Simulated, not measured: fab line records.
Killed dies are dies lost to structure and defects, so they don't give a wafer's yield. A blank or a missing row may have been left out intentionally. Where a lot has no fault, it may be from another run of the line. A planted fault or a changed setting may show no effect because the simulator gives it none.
The tool behind it: which one? || flow rit cmos || Sampling: 16 lots, 48 wafers, 2 of 202 route steps

== WHAT EACH GAUGE READ, for each wafer ==
RIT_CONTACT_OVL_MEAS_09.
{"lot": "L701", "measured": "day 3 09:43", "on": "overlay-01", "CONTACT_OVL (nm)": "0.9 1.8 2.5"}
{"lot": "L702", "measured": "day 3 18:59", "on": "overlay-02", "CONTACT_OVL (nm)": "-1.3 -1.9 -3.5"}
{"lot": "L704", "measured": "day 4 00:23", "on": "overlay-02", "CONTACT_OVL (nm)": "-1.0 -1.3 -0.9"}
{"lot": "L705", "measured": "day 4 08:23", "on": "overlay-01", "CONTACT_OVL (nm)": "1.6 1.4 0.4"}
{"lot": "L708", "measured": "day 4 22:08", "on": "overlay-01", "CONTACT_OVL (nm)": "1.2 1.5 2.3"}
{"lot": "L709", "measured": "day 5 01:18", "on": "overlay-01", "CONTACT_OVL (nm)": "-2.6 0.0 0.6"}
{"lot": "L710", "measured": "day 5 05:23", "on": "overlay-01", "CONTACT_OVL (nm)": "1.0 -0.4 1.2"}
{"lot": "L711", "measured": "day 5 14:31", "on": "overlay-02", "CONTACT_OVL (nm)": "0.6 2.0 0.4"}
{"lot": "L712", "measured": "day 5 18:49", "on": "overlay-01", "CONTACT_OVL (nm)": "1.2 -0.9 -1.6"}
{"lot": "L714", "measured": "day 6 04:07", "on": "overlay-01", "CONTACT_OVL (nm)": "-0.3 1.3 0.7"}
{"lot": "L717", "measured": "day 6 15:38", "on": "overlay-02", "CONTACT_OVL (nm)": "-1.8 -2.0 -0.8"}
{"lot": "L718", "measured": "day 7 03:27", "on": "overlay-02", "CONTACT_OVL (nm)": "-1.1 -1.3 -0.6"}
{"lot": "L719", "measured": "day 7 04:58", "on": "overlay-02", "CONTACT_OVL (nm)": "4.1 3.3 5.3"}
{"lot": "L720", "measured": "day 7 07:15", "on": "overlay-02", "CONTACT_OVL (nm)": "4.0 4.0 5.4"}
{"lot": "L721", "measured": "day 7 13:01", "on": "overlay-01", "CONTACT_OVL (nm)": "7.0 6.1 6.7"}
{"lot": "L722", "measured": "day 7 18:47", "on": "overlay-02", "CONTACT_OVL (nm)": "6.1 5.3 4.0"}

== WHICH TOOL RAN EACH LOT (tool, then ch and the chambers of the sampled wafers, then the start) ==
{"lot": "L701", "RIT_CONTACT_EXPOSE_05": "iline stepper-02 ch 0, day 3 08:58"}
{"lot": "L702", "RIT_CONTACT_EXPOSE_05": "iline stepper-01 ch 0, day 3 18:22"}
{"lot": "L704", "RIT_CONTACT_EXPOSE_05": "iline stepper-01 ch 0, day 3 23:45"}
{"lot": "L705", "RIT_CONTACT_EXPOSE_05": "iline stepper-02 ch 0, day 4 07:45"}
{"lot": "L708", "RIT_CONTACT_EXPOSE_05": "iline stepper-02 ch 0, day 4 21:30"}
{"lot": "L709", "RIT_CONTACT_EXPOSE_05": "iline stepper-02 ch 0, day 5 00:37"}
{"lot": "L710", "RIT_CONTACT_EXPOSE_05": "iline stepper-01 ch 0, day 5 04:46"}
{"lot": "L711", "RIT_CONTACT_EXPOSE_05": "iline stepper-01 ch 0, day 5 13:54"}
{"lot": "L712", "RIT_CONTACT_EXPOSE_05": "iline stepper-02 ch 0, day 5 18:11"}
{"lot": "L714", "RIT_CONTACT_EXPOSE_05": "iline stepper-02 ch 0, day 6 03:31"}
{"lot": "L717", "RIT_CONTACT_EXPOSE_05": "iline stepper-01 ch 0, day 6 15:02"}
{"lot": "L718", "RIT_CONTACT_EXPOSE_05": "iline stepper-02 ch 0, day 7 02:49"}
{"lot": "L719", "RIT_CONTACT_EXPOSE_05": "iline stepper-01 ch 0, day 7 04:20"}
{"lot": "L720", "RIT_CONTACT_EXPOSE_05": "iline stepper-01 ch 0, day 7 06:28"}
{"lot": "L721", "RIT_CONTACT_EXPOSE_05": "iline stepper-01 ch 0, day 7 12:23"}
{"lot": "L722", "RIT_CONTACT_EXPOSE_05": "iline stepper-01 ch 0, day 7 18:09"}
- RIT_CONTACT_EXPOSE_05: exposes mask M11, target cd 1000 nm.

== AS READ BY THE TOOLS THEMSELVES (means over the sampled wafers that have a number; for cases with no such wafer, the mark the record gives instead) ==
RIT_CONTACT_EXPOSE_05.
{"lot": "L701", "tool": "iline stepper-02", "reticle temp C (C)": 22.98}
{"lot": "L702", "tool": "iline stepper-01", "reticle temp C (C)": 23.00}
{"lot": "L704", "tool": "iline stepper-01", "reticle temp C (C)": 22.99}
{"lot": "L705", "tool": "iline stepper-02", "reticle temp C (C)": 22.93}
{"lot": "L708", "tool": "iline stepper-02", "reticle temp C (C)": 22.87}
{"lot": "L709", "tool": "iline stepper-02", "reticle temp C (C)": 23.05}
{"lot": "L710", "tool": "iline stepper-01", "reticle temp C (C)": 23.07}
{"lot": "L711", "tool": "iline stepper-01", "reticle temp C (C)": 23.16}
{"lot": "L712", "tool": "iline stepper-02", "reticle temp C (C)": 22.86}
{"lot": "L714", "tool": "iline stepper-02", "reticle temp C (C)": 22.96}
{"lot": "L717", "tool": "iline stepper-01", "reticle temp C (C)": 22.91}
{"lot": "L718", "tool": "iline stepper-02", "reticle temp C (C)": 22.98}
{"lot": "L719", "tool": "iline stepper-01", "reticle temp C (C)": 23.09}
{"lot": "L720", "tool": "iline stepper-01", "reticle temp C (C)": 23.06}
{"lot": "L721", "tool": "iline stepper-01", "reticle temp C (C)": 23.07}
{"lot": "L722", "tool": "iline stepper-01", "reticle temp C (C)": 23.08}

== THE ANSWER, worked out from the rows above alone ==
Rule: the usual values come from the lots themselves. Put in order of their means at a reading, lots are off if they are a third of the lots or fewer, leave a main group of 4 or more, and stand apart from it by a gap of 3 or more times the standard deviation of the main group's means; of several such gaps the widest counts. A main group whose means are all the same, to the digits that the tables above print for the reading, isn't used. A lot without any number at a reading at which 4 lots or more have one is off too. All remaining lots with rows at the step are treated as sound. Order of review: gauges by route order, followed by the tools' own readings, for which a lot's mean as printed above is used. At the first step where some lot is off, the reading lying furthest off is the one used; lots without a number count as furthest.
No lot is off at any reading shown: from this, nothing can be told.

== WHAT HAD BEEN PUT IN BY THE SIMULATOR ==
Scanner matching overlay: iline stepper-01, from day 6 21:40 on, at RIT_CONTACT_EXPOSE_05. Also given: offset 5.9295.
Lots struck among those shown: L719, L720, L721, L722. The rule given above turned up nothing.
